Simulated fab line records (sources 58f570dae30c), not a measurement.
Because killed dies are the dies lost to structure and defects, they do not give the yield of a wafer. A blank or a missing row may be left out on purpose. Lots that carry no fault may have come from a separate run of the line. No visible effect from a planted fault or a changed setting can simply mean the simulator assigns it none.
Struck lot and sound lot, side by side / flow berkeleyCmos170 / 14 steps out of a route of 331
Sound: these wafers, L585.2, L585.4, L585.5. Wafers struck: L598.1, L598.2, L598.4. The cause is given at the end.
Each step with rows lists, per side, the tool, then ch with its chambers, then its first start. Under that, the readings that differ: sound wafers / struck wafers / difference of the means / sigmas: that difference in standard deviations of wafers without a fault.
alike: same words and numbers on both sides, and readings whose means sit less than 2 such deviations apart. not compared: any withheld reading, any reading some wafer has no value for, any bound like >300 that may hide the same value, and any number with overlapping values for which the record gives no deviation.
Wherever a step has rows on one side only, a row that says differs or no value, or a row with sigmas, the two part there. Non-overlapping numbers with no deviation appear without sigmas and do not part them. Lack of a reading on every wafer of one side parts them only where that side has two or more wafers.

UCB170_PLDD_TW_MEAS_11:
  sound: filmMetro-04 at day 6 01:31; struck: filmMetro-03 at day 9 02:36
  alike: PLDD_TW
then, 7 steps without rows for these wafers: UCB170_PLDD_CLEAN_12 (cleans in SPM, time 600 s); UCB170_NLDD_HMDS_00 (prime time 60 s); UCB170_NLDD_COAT_01 (resist thk 900 nm); UCB170_NLDD_SOFTBAKE_02 (time 60 s); UCB170_NLDD_EXPOSE_03 (exposes mask NSELECT, target cd 1200 nm); UCB170_NLDD_PEB_04; UCB170_NLDD_DEVELOP_05 (develop time 45 s).
UCB170_NLDD_CD_MEAS_06: the cd target is 1200 nm.
  sound: cdSem-02 at day 6 04:09; struck: cdSem-02 at day 9 03:58
  alike: cdNm
UCB170_NLDD_OVL_MEAS_07:
  sound: overlay-02 at day 6 04:16; struck: overlay-01 at day 9 04:05
reading=NLDD_OVL (nm); sound=-16 -9 -5; struck=-4 12 10; difference=+16; sigmas=+3
then, 2 steps without rows for these wafers: UCB170_NLDD_IMPLANT_08; UCB170_NLDD_IMPLANT_09.
UCB170_NLDD_STRIP_10: strips in O2.
  sound on plasmaAsher-04 ch 0,1, day 6 04:35; struck on plasmaAsher-02 ch 0,1, day 9 04:25
reading=oesProductAu (a.u.); sound=0.742 0.740 0.738; struck=0.979 0.985 0.975; difference=+0.240; sigmas=+50
reading=stripTimeToEndpointS (s); sound=21.69 21.65 21.65; struck=- - -; difference=no value on the struck wafers; sigmas=
reading=model.KrF_of_NLDD_COAT_01.thkNm (nm); sound=0 0 0; struck=301.6 300.4 300.4; difference=+300.8; sigmas=
  alike: drypumpMotorCurrentA
  not compared: rfHoursCounterH
UCB170_NLDD_TW_MEAS_11:
  sound: filmMetro-04 at day 6 04:42; struck: filmMetro-03 at day 9 04:31
  alike: NLDD_TW

== WHERE THEY PART ==
At UCB170_NLDD_OVL_MEAS_07 first; at UCB170_NLDD_STRIP_10 last (within this record only). Later steps at which nothing parts them and some readings are alike: UCB170_NLDD_TW_MEAS_11.

WHY: whatever the simulator had introduced
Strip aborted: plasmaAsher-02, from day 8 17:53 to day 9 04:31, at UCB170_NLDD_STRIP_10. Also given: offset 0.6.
